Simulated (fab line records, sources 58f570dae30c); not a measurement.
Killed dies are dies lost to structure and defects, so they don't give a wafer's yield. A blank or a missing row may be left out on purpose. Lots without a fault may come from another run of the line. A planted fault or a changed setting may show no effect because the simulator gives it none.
Split-lot experiment | flow berkeley_cmos170 | 5 lots, 23 wafers read, on a route of 331 steps

THE SPLIT
At UCB170_M2_METAL_ETCH_18 (etches Al in Cl2/BCl3, stops on SiO2, target depth 1170 nm, time 195 s), the setting time_s was moved away from the recipe's 195 s on 9 of the 23 wafers read, by -11.1% to +12.4%. The other wafers ran this setting at the recipe's value.

The file shows no step between the split and the reading.

THE READING
oes_product_au, in a.u., at UCB170_M2_STRIP_19 (strips in O2). Fault-free wafers of this fab line usually give 0.550 a.u., standard deviation 0.017 a.u..

wafer  | tool, chamber at the split | time_s as run, s | against the recipe | oes_product_au, a.u. | against lot-mates on the recipe
L077.1 | rie_metal-02, 0            | 195              | recipe             | 0.561                | -
L077.4 | rie_metal-02, 0            | 195              | recipe             | 0.556                | -
L077.5 | rie_metal-02, 1            | 195              | recipe             | 0.553                | -
L076.1 | rie_metal-04, 0            | 195              | recipe             | 0.586                | -
L076.2 | rie_metal-04, 1            | 195              | recipe             | 0.536                | -
L076.3 | rie_metal-04, 1            | 195              | recipe             | 0.530                | -
L076.4 | rie_metal-04, 0            | 219.1            | +12.4%             | 0.461                | -0.090
L076.6 | rie_metal-04, 1            | 219.1            | +12.4%             | 0.497                | -0.054
L079.1 | rie_metal-04, 1            | 195              | recipe             | 0.547                | -
L079.2 | rie_metal-04, 0            | 173.3            | -11.1%             | 0.616                | +0.073
L079.3 | rie_metal-04, 0            | 173.3            | -11.1%             | 0.628                | +0.085
L079.4 | rie_metal-04, 1            | 195              | recipe             | 0.529                | -
L079.6 | rie_metal-04, 1            | 195              | recipe             | 0.554                | -
L080.1 | rie_metal-03, 1            | 195              | recipe             | 0.566                | -
L080.2 | rie_metal-03, 1            | 195              | recipe             | 0.560                | -
L080.3 | rie_metal-03, 1            | 211.6            | +8.5%              | 0.501                | -0.060
L080.4 | rie_metal-03, 1            | 195              | recipe             | 0.558                | -
L080.5 | rie_metal-03, 1            | 211.6            | +8.5%              | 0.501                | -0.060
L082.1 | rie_metal-04, 0            | 206.4            | +5.8%              | 0.525                | -0.041
L082.2 | rie_metal-04, 0            | 206.4            | +5.8%              | 0.530                | -0.036
L082.4 | rie_metal-04, 0            | 195              | recipe             | 0.571                | -
L082.5 | rie_metal-04, 0            | 206.4            | +5.8%              | 0.536                | -0.030
L082.6 | rie_metal-04, 0            | 195              | recipe             | 0.562                | -

THE FIT
A straight line over all 23 wafers: oes_product_au changes by -0.00594 a.u. for each +1% of time_s; r = -0.93; the points scatter about the line by 0.014 a.u..
The same after taking each lot's own level away (the mean of its wafers on the recipe; 23 wafers): -0.00653 a.u. for each +1%; r = -0.95; scatter 0.013 a.u..
On that fit, the largest move of time_s shifts the reading by 0.081 a.u..
The lots' own levels span 0.5433 to 0.5665 a.u., that is 1.4 times the standard deviation above.
So the lot-to-lot level changes the slope little: the two slopes agree.
Check: with one of the wafers moved furthest among these (+12.4%) left out of the fit, the line predicts -0.077 a.u. for it against its lot-mates. It came out at -0.0897 a.u. against them.

OTHER SPLITS ON THESE WAFERS
These wafers also went through other splits before the reading. Each is held against what the fit with the lots' levels taken away leaves over:
other split on the same wafers | wafers away from the commonest value | r with oes_product_au (lot level and that fit taken away)
UCB170_V1_ETCH_14 rf_w         | 7                                    | +0.30
UCB170_M2_COAT_10 spin_rpm     | 4                                    | -0.75

THE WHOLE CHAIN: every reading that the file lists as answering this split, in the file's order
step                    | what it does                                                           | reading                                                                   | change (the file's fit)                   | r (the file's)
UCB170_M2_METAL_ETCH_18 | etches Al in Cl2/BCl3, stops on SiO2, target depth 1170 nm, time 195 s | KrF_of_M2_COAT_10.thk_nm (the simulator's own value, which no gauge read) | -6.27 nm for each +1% of the setting      | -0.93
UCB170_M2_METAL_ETCH_18 | etches Al in Cl2/BCl3, stops on SiO2, target depth 1170 nm, time 195 s | SiO2_of_V1_CVD_00.thk_nm (the simulator's own value, which no gauge read) | -0.689 nm for each +1% of the setting     | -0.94
UCB170_M2_STRIP_19      | strips in O2                                                           | oes_product_au                                                            | -0.00649 a.u. for each +1% of the setting | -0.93

THE FILE'S OWN FIT
oes_product_au changes by -0.00649 a.u. for each +1% of time_s, r = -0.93.
